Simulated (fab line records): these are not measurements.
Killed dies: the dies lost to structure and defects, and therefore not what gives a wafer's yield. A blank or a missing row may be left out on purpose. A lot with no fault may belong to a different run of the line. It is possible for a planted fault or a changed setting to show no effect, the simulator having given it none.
A sampling plan put to the test / flow berkeleyCmos170 / one fab line, 28 faults that these records tell of, each judged on the records of the lots that it struck; 1 more is left out, because the records don't allow judging it
The line's own looks make up the plan; these are the steps of the route where a gauge or inspection reads the wafer and leaves it unchanged. Where struck wafers have a number at a look and the file lists that look's usual mean and standard deviation on fault-free wafers, the look can be judged. Caught: the struck wafers' mean, at a look after the fault's first step, is 4 or more of those standard deviations (sigma) away from the usual mean. On the tool: the identical test, applied to the tool's own readings at the steps of the fault. Caught also covers a different recipe on the struck wafers, or a record left blank for those wafers only.

## THE FAULTS, as the simulator had put them in
1. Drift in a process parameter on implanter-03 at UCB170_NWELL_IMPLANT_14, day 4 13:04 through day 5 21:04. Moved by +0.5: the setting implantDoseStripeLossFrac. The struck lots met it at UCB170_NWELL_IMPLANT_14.
2. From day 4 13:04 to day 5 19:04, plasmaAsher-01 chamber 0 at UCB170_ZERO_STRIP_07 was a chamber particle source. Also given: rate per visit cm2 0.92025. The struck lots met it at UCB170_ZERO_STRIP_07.
3. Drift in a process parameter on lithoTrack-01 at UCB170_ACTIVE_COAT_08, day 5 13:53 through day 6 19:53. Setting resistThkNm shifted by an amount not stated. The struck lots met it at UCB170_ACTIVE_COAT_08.
4. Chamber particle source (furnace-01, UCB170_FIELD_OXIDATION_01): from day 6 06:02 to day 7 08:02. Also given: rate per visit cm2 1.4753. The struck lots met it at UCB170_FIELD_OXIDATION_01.
5. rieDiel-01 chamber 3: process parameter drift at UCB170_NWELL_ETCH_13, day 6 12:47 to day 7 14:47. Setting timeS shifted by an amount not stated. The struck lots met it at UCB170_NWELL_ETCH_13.
6. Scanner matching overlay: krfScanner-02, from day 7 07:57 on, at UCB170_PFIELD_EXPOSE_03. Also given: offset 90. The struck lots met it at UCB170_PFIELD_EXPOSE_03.
7. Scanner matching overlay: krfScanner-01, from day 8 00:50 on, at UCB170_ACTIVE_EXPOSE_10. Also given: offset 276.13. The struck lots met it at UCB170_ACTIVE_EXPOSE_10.
8. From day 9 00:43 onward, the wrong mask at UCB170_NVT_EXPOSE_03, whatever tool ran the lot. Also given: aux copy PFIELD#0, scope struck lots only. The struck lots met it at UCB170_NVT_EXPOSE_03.
9. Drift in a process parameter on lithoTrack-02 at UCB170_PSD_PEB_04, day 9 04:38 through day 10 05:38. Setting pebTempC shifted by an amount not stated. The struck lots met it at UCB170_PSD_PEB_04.
10. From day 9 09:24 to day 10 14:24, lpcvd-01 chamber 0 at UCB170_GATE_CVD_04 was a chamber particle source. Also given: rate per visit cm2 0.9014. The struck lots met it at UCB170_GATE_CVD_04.
11. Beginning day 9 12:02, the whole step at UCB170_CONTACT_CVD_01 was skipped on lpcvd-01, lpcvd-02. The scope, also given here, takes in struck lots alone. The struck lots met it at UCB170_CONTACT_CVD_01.
12. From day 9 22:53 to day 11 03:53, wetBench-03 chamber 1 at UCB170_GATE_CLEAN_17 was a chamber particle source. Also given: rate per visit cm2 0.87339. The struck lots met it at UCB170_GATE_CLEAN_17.
13. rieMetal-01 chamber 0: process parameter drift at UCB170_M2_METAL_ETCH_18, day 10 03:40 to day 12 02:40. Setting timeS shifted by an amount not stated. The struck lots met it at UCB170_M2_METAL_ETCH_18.
14. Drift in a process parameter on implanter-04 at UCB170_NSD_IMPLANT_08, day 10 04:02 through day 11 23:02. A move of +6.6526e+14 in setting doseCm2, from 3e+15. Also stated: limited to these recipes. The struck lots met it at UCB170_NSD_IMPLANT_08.
15. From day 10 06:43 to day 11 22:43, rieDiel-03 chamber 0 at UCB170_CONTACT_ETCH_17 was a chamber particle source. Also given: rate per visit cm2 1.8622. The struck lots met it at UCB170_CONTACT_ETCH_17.
16. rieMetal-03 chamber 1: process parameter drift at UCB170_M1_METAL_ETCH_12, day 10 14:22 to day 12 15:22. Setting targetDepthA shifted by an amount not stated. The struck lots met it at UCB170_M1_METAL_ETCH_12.
17. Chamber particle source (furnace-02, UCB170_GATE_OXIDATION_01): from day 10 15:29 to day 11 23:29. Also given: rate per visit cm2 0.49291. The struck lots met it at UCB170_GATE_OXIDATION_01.
18. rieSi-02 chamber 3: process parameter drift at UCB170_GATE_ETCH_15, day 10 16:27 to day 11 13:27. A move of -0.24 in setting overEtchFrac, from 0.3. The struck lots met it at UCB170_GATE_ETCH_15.
19. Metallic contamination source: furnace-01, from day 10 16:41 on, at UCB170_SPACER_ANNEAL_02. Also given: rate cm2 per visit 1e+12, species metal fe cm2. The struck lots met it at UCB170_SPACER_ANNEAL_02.
20. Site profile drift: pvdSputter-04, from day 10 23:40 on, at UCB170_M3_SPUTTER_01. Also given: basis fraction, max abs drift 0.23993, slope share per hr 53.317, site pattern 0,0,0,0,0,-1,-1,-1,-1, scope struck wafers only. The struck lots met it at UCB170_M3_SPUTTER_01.
21. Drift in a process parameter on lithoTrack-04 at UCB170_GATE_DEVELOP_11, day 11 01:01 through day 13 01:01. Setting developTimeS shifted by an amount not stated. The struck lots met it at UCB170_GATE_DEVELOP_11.
22. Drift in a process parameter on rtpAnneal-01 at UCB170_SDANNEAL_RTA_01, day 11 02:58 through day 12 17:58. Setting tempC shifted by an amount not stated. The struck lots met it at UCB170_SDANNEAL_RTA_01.
23. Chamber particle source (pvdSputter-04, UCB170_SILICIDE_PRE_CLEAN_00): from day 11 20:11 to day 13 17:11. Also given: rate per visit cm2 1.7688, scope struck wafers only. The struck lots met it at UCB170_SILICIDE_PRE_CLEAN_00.
24. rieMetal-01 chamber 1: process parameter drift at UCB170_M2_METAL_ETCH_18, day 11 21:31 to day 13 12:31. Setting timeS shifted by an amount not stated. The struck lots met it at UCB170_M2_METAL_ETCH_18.
25. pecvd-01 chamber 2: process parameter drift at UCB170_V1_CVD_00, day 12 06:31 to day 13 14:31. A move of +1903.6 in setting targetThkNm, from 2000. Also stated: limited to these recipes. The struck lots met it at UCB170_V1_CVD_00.
26. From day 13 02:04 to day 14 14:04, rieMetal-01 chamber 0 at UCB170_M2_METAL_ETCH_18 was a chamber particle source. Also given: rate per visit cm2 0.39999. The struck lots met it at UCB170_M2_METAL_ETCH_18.
27. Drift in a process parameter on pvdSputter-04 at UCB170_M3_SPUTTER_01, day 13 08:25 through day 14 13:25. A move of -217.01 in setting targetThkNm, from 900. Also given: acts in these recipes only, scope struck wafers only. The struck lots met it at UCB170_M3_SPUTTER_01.
28. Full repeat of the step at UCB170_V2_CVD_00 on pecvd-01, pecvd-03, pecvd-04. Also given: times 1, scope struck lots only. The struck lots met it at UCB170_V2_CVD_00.

## WHAT THE PLAN SAW
fault=1; on the tool itself=under 2 sigma; first look that catches it=none of the 3 looks that can be judged after it; reading, sigma=strongest: NWELL_TW at UCB170_NWELL_TW_MEAS_16, -3.7; median hours from its first step to that look=-; hours from the fault's start to the first struck lot there=-; judged looks passed uncaught=3
fault=2; on the tool itself=under 2 sigma; first look that catches it=none of the 2 looks that can be judged after it; reading, sigma=-; median hours from its first step to that look=-; hours from the fault's start to the first struck lot there=-; judged looks passed uncaught=2
fault=3; on the tool itself=no reading that can be judged; first look that catches it=not the one look that can be judged after it; reading, sigma=strongest: cdNm at UCB170_ACTIVE_CD_MEAS_13, -3.6; median hours from its first step to that look=-; hours from the fault's start to the first struck lot there=-; judged looks passed uncaught=1
fault=4; on the tool itself=under 2 sigma; first look that catches it=none of the 3 looks that can be judged after it; reading, sigma=-; median hours from its first step to that look=-; hours from the fault's start to the first struck lot there=-; judged looks passed uncaught=3
fault=5; on the tool itself=runLengthS -99 or beyond sigma; first look that catches it=not the one look that can be judged after it; reading, sigma=-; median hours from its first step to that look=-; hours from the fault's start to the first struck lot there=-; judged looks passed uncaught=1
fault=6; on the tool itself=under 2 sigma; first look that catches it=UCB170_PFIELD_OVL_MEAS_06; reading, sigma=PFIELD_OVL +22; median hours from its first step to that look=0.4; hours from the fault's start to the first struck lot there=6; judged looks passed uncaught=0
fault=7; on the tool itself=no reading that can be judged; first look that catches it=UCB170_ACTIVE_OVL_MEAS_14; reading, sigma=ACTIVE_OVL +54; median hours from its first step to that look=0.8; hours from the fault's start to the first struck lot there=14; judged looks passed uncaught=0
fault=8; on the tool itself=no reading that can be judged; first look that catches it=UCB170_NVT_TW_MEAS_09; reading, sigma=NVT_TW -99 or beyond; median hours from its first step to that look=0.7; hours from the fault's start to the first struck lot there=1; judged looks passed uncaught=0
fault=9; on the tool itself=heaterPowerTotalW +18 sigma; first look that catches it=UCB170_PSD_CD_MEAS_06; reading, sigma=cdNm +7.1; median hours from its first step to that look=0.3; hours from the fault's start to the first struck lot there=1; judged looks passed uncaught=0
fault=10; on the tool itself=under 2 sigma; first look that catches it=none of the 2 looks that can be judged after it; reading, sigma=-; median hours from its first step to that look=-; hours from the fault's start to the first struck lot there=-; judged looks passed uncaught=2
fault=11; on the tool itself=the tool's record is blank for the struck wafers; first look that catches it=no look after it can be judged; reading, sigma=-; median hours from its first step to that look=-; hours from the fault's start to the first struck lot there=-; judged looks passed uncaught=0
fault=12; on the tool itself=no reading that can be judged; first look that catches it=not the one look that can be judged after it; reading, sigma=-; median hours from its first step to that look=-; hours from the fault's start to the first struck lot there=-; judged looks passed uncaught=1
fault=13; on the tool itself=runLengthS +99 or beyond sigma; first look that catches it=UCB170_M2_CD_MEAS_90; reading, sigma=cdNm -10; median hours from its first step to that look=0.3; hours from the fault's start to the first struck lot there=2; judged looks passed uncaught=0
fault=14; on the tool itself=doseIonsCm2 +99 or beyond sigma; first look that catches it=UCB170_SDANNEAL_RS_MEAS_03; reading, sigma=NSD_RS -34; median hours from its first step to that look=1.9; hours from the fault's start to the first struck lot there=6; judged looks passed uncaught=1
fault=15; on the tool itself=under 2 sigma; first look that catches it=none of the 2 looks that can be judged after it; reading, sigma=-; median hours from its first step to that look=-; hours from the fault's start to the first struck lot there=-; judged looks passed uncaught=2
fault=16; on the tool itself=oesProductAu +7.1 sigma; first look that catches it=no look after it can be judged; reading, sigma=-; median hours from its first step to that look=-; hours from the fault's start to the first struck lot there=-; judged looks passed uncaught=0
fault=17; on the tool itself=under 2 sigma; first look that catches it=none of the 2 looks that can be judged after it; reading, sigma=-; median hours from its first step to that look=-; hours from the fault's start to the first struck lot there=-; judged looks passed uncaught=2
fault=18; on the tool itself=oesProductAu +6.6 sigma; first look that catches it=no look after it can be judged; reading, sigma=-; median hours from its first step to that look=-; hours from the fault's start to the first struck lot there=-; judged looks passed uncaught=0
fault=19; on the tool itself=under 2 sigma; first look that catches it=none of the 6 looks that can be judged after it; reading, sigma=-; median hours from its first step to that look=-; hours from the fault's start to the first struck lot there=-; judged looks passed uncaught=6
fault=20; on the tool itself=under 2 sigma; first look that catches it=UCB170_M3_RS_MEAS_02; reading, sigma=M3_AL_RS +10; median hours from its first step to that look=0.1; hours from the fault's start to the first struck lot there=7; judged looks passed uncaught=0
fault=21; on the tool itself=under 2 sigma; first look that catches it=none of the 2 looks that can be judged after it; reading, sigma=strongest: cdNm at UCB170_GATE_CD_MEAS_12, +3.8; median hours from its first step to that look=-; hours from the fault's start to the first struck lot there=-; judged looks passed uncaught=2
fault=22; on the tool itself=lampPowerPct -21 sigma; first look that catches it=UCB170_SDANNEAL_RS_MEAS_02; reading, sigma=PSD_RS +80; median hours from its first step to that look=0.1; hours from the fault's start to the first struck lot there=3; judged looks passed uncaught=0
fault=23; on the tool itself=no reading that can be judged; first look that catches it=no look after it can be judged; reading, sigma=-; median hours from its first step to that look=-; hours from the fault's start to the first struck lot there=-; judged looks passed uncaught=0
fault=24; on the tool itself=runLengthS +8.9 sigma; first look that catches it=no look after it can be judged; reading, sigma=-; median hours from its first step to that look=-; hours from the fault's start to the first struck lot there=-; judged looks passed uncaught=0
fault=25; on the tool itself=under 2 sigma; first look that catches it=UCB170_V1_THK_MEAS_01; reading, sigma=V1_TEOS_THK +70; median hours from its first step to that look=0.2; hours from the fault's start to the first struck lot there=12; judged looks passed uncaught=0
fault=26; on the tool itself=under 2 sigma; first look that catches it=no look after it can be judged; reading, sigma=-; median hours from its first step to that look=-; hours from the fault's start to the first struck lot there=-; judged looks passed uncaught=0
fault=27; on the tool itself=under 2 sigma; first look that catches it=UCB170_M3_RS_MEAS_02; reading, sigma=M3_AL_RS +23; median hours from its first step to that look=0.1; hours from the fault's start to the first struck lot there=2; judged looks passed uncaught=0
fault=28; on the tool itself=under 2 sigma; first look that catches it=UCB170_V2_THK_MEAS_01; reading, sigma=V2_TEOS_THK +77; median hours from its first step to that look=0.5; hours from the fault's start to the first struck lot there=-; judged looks passed uncaught=0
A dash: the fault is not caught, or the number is missing from these records.

Caught at a look: 11 of 28. Caught on the tool: 9 of 28. By one or the other: 16 of 28.
Caught on the tool alone: faults 5, 11, 16, 18, 24.
Caught at a look alone: faults 6, 7, 8, 20, 25, 27, 28.
Caught by neither: faults 1, 2, 3, 4, 10, 12, 15, 17, 19, 21, 23, 26.

## THINNER SAMPLING
If the look that catches a fault measured only every second or every third lot, by lot number, the first struck lot would be measured this late in the worst case:
fault=6; struck lots at that look, in order of time=L799, L798; every lot=6 h; every second lot=7 h; every third lot=may miss all 2
fault=7; struck lots at that look, in order of time=L425, L427, L426, L432; every lot=14 h; every second lot=14 h; every third lot=14 h
fault=8; struck lots at that look, in order of time=L206; every lot=1 h; every second lot=may miss it; every third lot=may miss it
fault=9; struck lots at that look, in order of time=L430, L435; every lot=1 h; every second lot=23 h; every third lot=may miss all 2
fault=13; struck lots at that look, in order of time=L998, L102; every lot=2 h; every second lot=may miss all 2; every third lot=may miss all 2
fault=14; struck lots at that look, in order of time=L357, L358; every lot=6 h; every second lot=20 h; every third lot=may miss all 2
fault=20; struck lots at that look, in order of time=L535, L541; every lot=7 h; every second lot=may miss all 2; every third lot=may miss all 2
fault=22; struck lots at that look, in order of time=L708, L707, L710; every lot=3 h; every second lot=3 h; every third lot=may miss all 3
fault=25; struck lots at that look, in order of time=L385, L382; every lot=12 h; every second lot=17 h; every third lot=may miss all 2
fault=27; struck lots at that look, in order of time=L736, L742; every lot=2 h; every second lot=may miss all 2; every third lot=may miss all 2
The hour figures run from when the fault began to the first measured lot among those it struck. 4 sigma limit: tested on the pooled struck wafers, so a lone lot may be under it. Other struck lots may not be in these records.

## THE LONGEST TIMED WAY FROM STEP TO LOOK
In fault 14, a median of 1.9 hours elapses between UCB170_NSD_IMPLANT_08 and UCB170_SDANNEAL_RS_MEAS_03. The look between them that can be judged stayed within 4 sigma: UCB170_NSD_TW_MEAS_10.
